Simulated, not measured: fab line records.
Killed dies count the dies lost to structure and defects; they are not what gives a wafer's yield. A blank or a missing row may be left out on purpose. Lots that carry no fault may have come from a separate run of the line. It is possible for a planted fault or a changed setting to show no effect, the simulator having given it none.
A lot that was struck, set against a sound lot || flow berkeley-cmos170 || 14 steps out of a route of 331
Sound: the wafers L208.2, L208.4, L208.6. Struck: wafers L214.1, L214.2, L214.3. At the end, the cause is stated.
Order at every step that has rows: each side's tool, ch and its chambers, its first start. Under that, the readings that differ: sound wafers || struck wafers || difference of the means || sigmas: that difference in standard deviations of wafers without a fault.
alike: words and numbers the same on both sides, and readings whose means are apart by under 2 such deviations; not compared: readings that were withheld, readings missing a value for some wafer, numbers with overlapping values and no deviation given by the record, and bounds like >300 which may hide the same value.
A row with sigmas, a row that says differs or no value, or rows on one side alone: a step with any of these is where the two part. Non-overlapping numbers with no deviation appear without sigmas and do not part them. A reading that every wafer of one side lacks parts them only if that side has two wafers or more.

UCB170_PWELL_TW_MEAS_17:
  sound on film-metro-01 at day 3 18:02; struck on film-metro-03 at day 4 21:55
  alike: PWELL_TW
then, 5 steps without rows for these wafers: UCB170_PWELL_CLEAN_18 (cleans in SPM, time 600 s); UCB170_PWELL_WET_ETCH_19 (etches Si3N4 in H3PO4, time 14400 s); UCB170_PWELL_WET_ETCH_20 (etches SiO2 in BOE, time 22 s); UCB170_WELLDRIVE_CLEAN_00 (cleans in SPM, time 600 s); UCB170_WELLDRIVE_OXIDATION_01 (target thk 199 nm, ox time 9000 s).
UCB170_WELLDRIVE_THK_MEAS_02:
  sound on film-metro-04 at day 4 05:32; struck on film-metro-01 at day 5 08:57
{"reading": "WELLDRIVE_OXIDE_THK (nm)", "sound": "208 207 211", "struck": "198 198 200", "difference": -10, "sigmas": -2}
then, 5 steps without rows for these wafers: UCB170_WELLDRIVE_ANNEAL_03 (time 900 s); UCB170_WELLDRIVE_WET_ETCH_04 (etches SiO2 in BOE, time 120 s); UCB170_ACTIVE_CLEAN_00 (cleans in SPM, time 600 s); UCB170_ACTIVE_CLEAN_01 (cleans in dHF, time 60 s); UCB170_ACTIVE_OXIDATION_02 (target thk 26.4 nm, ox time 1260 s).
UCB170_ACTIVE_THK_MEAS_03:
  sound on film-metro-04 at day 4 15:18; struck on film-metro-02 at day 5 19:09
{"reading": "ACTIVE_OXIDE_THK (nm)", "sound": "26.2 26.2 26.3", "struck": "28.1 28.5 28.6", "difference": "+2.2", "sigmas": "+4"}
then, 1 step without rows for these wafers: UCB170_ACTIVE_ANNEAL_04 (time 900 s).

## WHERE THEY PART
Earliest at UCB170_WELLDRIVE_THK_MEAS_02; latest, in this record, at UCB170_ACTIVE_THK_MEAS_03.

WHY: what the simulator had put in
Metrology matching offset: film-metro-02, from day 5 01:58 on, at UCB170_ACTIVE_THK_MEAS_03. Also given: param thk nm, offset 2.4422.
